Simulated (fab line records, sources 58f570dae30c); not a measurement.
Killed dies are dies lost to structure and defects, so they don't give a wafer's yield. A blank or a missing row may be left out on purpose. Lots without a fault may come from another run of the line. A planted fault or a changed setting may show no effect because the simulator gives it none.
Chamber matching | flow berkeley_cmos170 | UCB170_SILICIDE_WET_ETCH_05 on wet_bench-01: 3 sister chambers
The step etches Ti in SPM, time 45 s. 6 wafers are shown with their chamber, then 8 later ones without.

WAFERS WITH THEIR CHAMBER
wafer  | chamber | bath_heat_duty_pct (%) | bath_guard_temp_C (C)
L810.4 | 0       | 13.1                   | 119.7
L817.3 | 3       | 13.2                   | 121.0
L817.4 | 3       | 13.0                   | 120.8
L818.2 | 2       | 17.8                   | 119.8
L818.6 | 2       | 19.9                   | 119.9
L821.3 | 0       | 13.0                   | 119.6

WAFERS WITHOUT THEIR CHAMBER
wafer  | bath_heat_duty_pct (%) | bath_guard_temp_C (C)
L821.5 | 14.3                   | 119.7
L821.6 | 13.6                   | 119.8
L822.3 | 17.0                   | 119.8
L822.4 | 16.5                   | 119.8
L822.6 | 18.6                   | 119.9
L823.1 | 12.5                   | 119.5
L823.2 | 14.0                   | 119.9
L823.6 | 13.9                   | 120.0

WHICH CHAMBER EACH WENT THROUGH
wafer  | from the rows above     | in truth
L821.5 | 0                       | 0
L821.6 | 0                       | 0
L822.3 | 2                       | 2
L822.4 | can't be placed: 2 or 0 | 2
L822.6 | 2                       | 2
L823.1 | 0                       | 0
L823.2 | 0                       | 0
L823.6 | 0                       | 0
Placed correctly: 7 of 8. Can't be placed from these rows: 1 (the true chamber is among the candidates in 1). Placed wrongly: 0.
How it was worked out, from the rows above alone: a wafer's distance from a chamber is the root of the sum, over the readings, of the square of ((its reading less the chamber's mean) divided by the reading's scatter). The wafer belongs to the nearest chamber; if the next one is less than 2 further off, it can't be placed. A chamber's mean is the mean of its shown wafers. The scatter: the root of (the sum of the squares of (reading less its chamber's mean) over the shown wafers, divided by (wafers less chambers)).
